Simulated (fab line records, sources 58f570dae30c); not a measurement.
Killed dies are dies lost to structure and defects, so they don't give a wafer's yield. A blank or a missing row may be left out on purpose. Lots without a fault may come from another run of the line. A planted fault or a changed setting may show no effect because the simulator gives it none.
A struck lot beside a sound one | flow berkeley_cmos170 | 26 steps out of a route of 331
Sound: wafers L430.2, L430.3, L430.4. Struck: wafers L444.1, L444.5, L444.6. The cause comes at the end.
At each step with rows: each side's tool, then ch and its chambers, then its first start. Under that, the readings that differ: sound wafers | struck wafers | difference of the means | sigmas: that difference in standard deviations of wafers without a fault.
alike: readings whose means differ by less than 2 such deviations, and words and numbers that are the same on both sides. not compared: withheld readings, readings that some wafer has no value for, bounds like >300 that may hide the same value, and numbers for which the record gives no deviation and whose values overlap.
The two part at a step that has a row with sigmas, a row that says differs or no value, or rows on one side only. Numbers that don't overlap but have no deviation are shown without sigmas and don't part them. A reading that every wafer of one side lacks parts them only if that side has two wafers or more.

first, 3 steps without rows for these wafers: UCB170_M1_EXPOSE_06 (exposes mask METAL1, target cd 700 nm); UCB170_M1_PEB_07; UCB170_M1_DEVELOP_08 (develop time 45 s).
UCB170_M1_CD_MEAS_09: target cd 700 nm.
  sound on cd_sem-01, day 8 05:08; struck on cd_sem-01, day 11 13:10
  alike: cd_nm
UCB170_M1_OVL_MEAS_10:
  sound on overlay-02, day 8 05:14; struck on overlay-01, day 11 13:18
  alike: M1_OVL
UCB170_M1_ETCH_11: etches BARC in N2/H2.
  sound on rie_diel-02 ch 1,2,3, day 8 05:16; struck on rie_diel-02 ch 0,1, day 11 13:20
  alike: drypump_motor_current_A, oes_product_au, rf_fwd_power_W, throttle_valve_pct
UCB170_M1_METAL_ETCH_12: etches Al in Cl2/BCl3, stops on PSG, target depth 780 nm, time 130 s.
  sound on rie_metal-04 ch 0,1, day 8 05:19; struck on rie_metal-02 ch 0,1, day 11 13:23
  alike: drypump_motor_current_A, mfc_cl2_sccm, oes_product_au, rf_fwd_power_W, throttle_valve_pct
  not compared: rf_hours_counter_h
UCB170_M1_STRIP_13: strips in O2.
  sound on plasma_asher-01 ch 0,1, day 8 05:27; struck on plasma_asher-02 ch 0,1, day 11 13:31
  alike: drypump_motor_current_A, oes_product_au
  not compared: rf_hours_counter_h
UCB170_M1_CD_MEAS_90: target cd 700 nm.
  sound on cd_sem-01, day 8 05:34; struck on cd_sem-02, day 11 13:37
  alike: cd_nm
then, 1 step without rows for these wafers: UCB170_M1_ANNEAL_14 (time 1200 s).
UCB170_V1_CVD_00: deposits SiO2 from TEOS/O2, target thk 2000 nm, time 250 s.
  sound on pecvd-01 ch 0,1,2, day 8 09:11; struck on pecvd-03 ch 0,1,2, day 11 17:24
  alike: heater_power_w, rf_fwd_power_W
UCB170_V1_THK_MEAS_01:
  sound on film_metro-03, day 8 09:20; struck on film_metro-04, day 11 17:33
  alike: V1_TEOS_THK
UCB170_V1_CMP_02: polishes SiO2.
  sound on cmp-02 ch 0,2,3, day 8 09:32; struck on cmp-02 ch 1,2, day 11 17:40
  reading                             | sound           | struck         | difference | sigmas
  model.SiO2_of_V1_CVD_00.thk_nm (nm) | 998 999.9 997.8 | 1250 1249 1250 | +251       |
  alike: motor_current_A
UCB170_V1_BOW_MEAS_03:
  sound on film_metro-04, day 8 09:53; struck on film_metro-04, day 11 17:55
  alike: V1_BOW
UCB170_V1_THK_MEAS_04:
  sound on film_metro-04, day 8 09:59; struck on film_metro-04, day 11 18:02
  reading              | sound             | struck               | difference | sigmas
  V1_POLISHED_THK (nm) | 998.2 999.4 998.2 | 1249.7 1249.5 1249.4 | +250.9     | +99 or more
then, 7 steps without rows for these wafers: UCB170_V1_CLEAN_05 (cleans in DIW); UCB170_V1_HMDS_06 (prime time 60 s); UCB170_V1_COAT_07 (resist thk 900 nm); UCB170_V1_SOFTBAKE_08 (time 60 s); UCB170_V1_EXPOSE_09 (exposes mask VIA1, target cd 700 nm); UCB170_V1_PEB_10; UCB170_V1_DEVELOP_11 (develop time 45 s).
UCB170_V1_CD_MEAS_12: target cd 700 nm.
  sound on cd_sem-01, day 8 11:32; struck on cd_sem-02, day 11 23:23
  alike: cd_nm
UCB170_V1_OVL_MEAS_13:
  sound on overlay-02, day 8 11:38; struck on overlay-01, day 11 23:32
  alike: V1_OVL
UCB170_V1_ETCH_14: etches SiO2 in CHF3/CF4/Ar, stops on Al, target depth 1250 nm, time 291 s.
  sound on rie_diel-02 ch 0,2,3, day 8 11:40; struck on rie_diel-02 ch 0,1,2, day 11 23:34
  reading                        | sound             | struck            | difference | sigmas
  oes_product_au (a.u.)          | 0.873 0.860 0.851 | 0.978 0.971 0.970 | +0.112     | +11
  model.etch.depth_nm (nm)       | 998 999.9 997.8   | 1250 1227 1232    | +238       |
  model.V1.feature_depth_nm (nm) | 998 1000 997.9    | 1250 1227 1232    | +238       |
  alike: drypump_motor_current_A, rf_fwd_power_W, throttle_valve_pct
  not compared: rf_hours_counter_h
UCB170_V1_STRIP_15: strips in O2.
  sound on plasma_asher-03 ch 0,1, day 8 11:50; struck on plasma_asher-02 ch 0,1, day 11 23:44
  alike: drypump_motor_current_A, oes_product_au, strip_time_to_endpoint_s
  not compared: rf_hours_counter_h

WHERE THEY PART
First at UCB170_V1_THK_MEAS_04; last, within this record, at UCB170_V1_ETCH_14. Later steps at which nothing parts them and some readings are alike: UCB170_V1_STRIP_15.

WHY: what the simulator had put in
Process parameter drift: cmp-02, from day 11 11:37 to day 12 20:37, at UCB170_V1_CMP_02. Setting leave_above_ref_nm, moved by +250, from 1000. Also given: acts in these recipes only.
